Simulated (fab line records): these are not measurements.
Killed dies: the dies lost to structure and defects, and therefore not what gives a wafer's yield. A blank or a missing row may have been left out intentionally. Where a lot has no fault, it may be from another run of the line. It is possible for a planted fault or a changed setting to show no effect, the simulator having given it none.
Which tool did it? ; flow berkeley-cmos170 ; 7 lots, 21 wafers sampled, at 1 step of a route of 331

## WHAT THE GAUGES SHOWED, per wafer
UCB170_M1_OVL_MEAS_10.
lot;measured;on;M1_OVL (nm)
L544;day 8 18:50;overlay-02;-1 -7 -7
L543;day 8 20:07;overlay-02;4 3 -1
L547;day 9 16:29;overlay-01;6 9 7
L548;day 9 19:19;overlay-02;-4 -6 -7
L549;day 10 09:49;overlay-01;7 3 -1
L557;day 11 13:28;overlay-01;4 8 9
L561;day 12 09:32;overlay-01;8 4 13

## WHICH TOOL RAN EACH LOT (tool, then ch and the chambers of the sampled wafers, then the start)
No process step before these readings appears in the record.

## THE ANSWER, worked out from the rows above alone
Rule: usual is defined by the lots themselves. Put in order of their means at a reading, lots are off if they are a third of the lots or fewer, leave a main group of 4 or more, and stand apart from it by a gap of 3 or more times the standard deviation of the main group's means; of several such gaps the widest counts. If all means in a main group match to the digits the tables above print for the reading, that group is not used. A lot without any number at a reading at which 4 lots or more have one is off too. The other lots that the step has rows for count as sound.
No lot is off on any of the readings shown, so nothing can be concluded from this.

## WHAT THE SIMULATOR PUT IN
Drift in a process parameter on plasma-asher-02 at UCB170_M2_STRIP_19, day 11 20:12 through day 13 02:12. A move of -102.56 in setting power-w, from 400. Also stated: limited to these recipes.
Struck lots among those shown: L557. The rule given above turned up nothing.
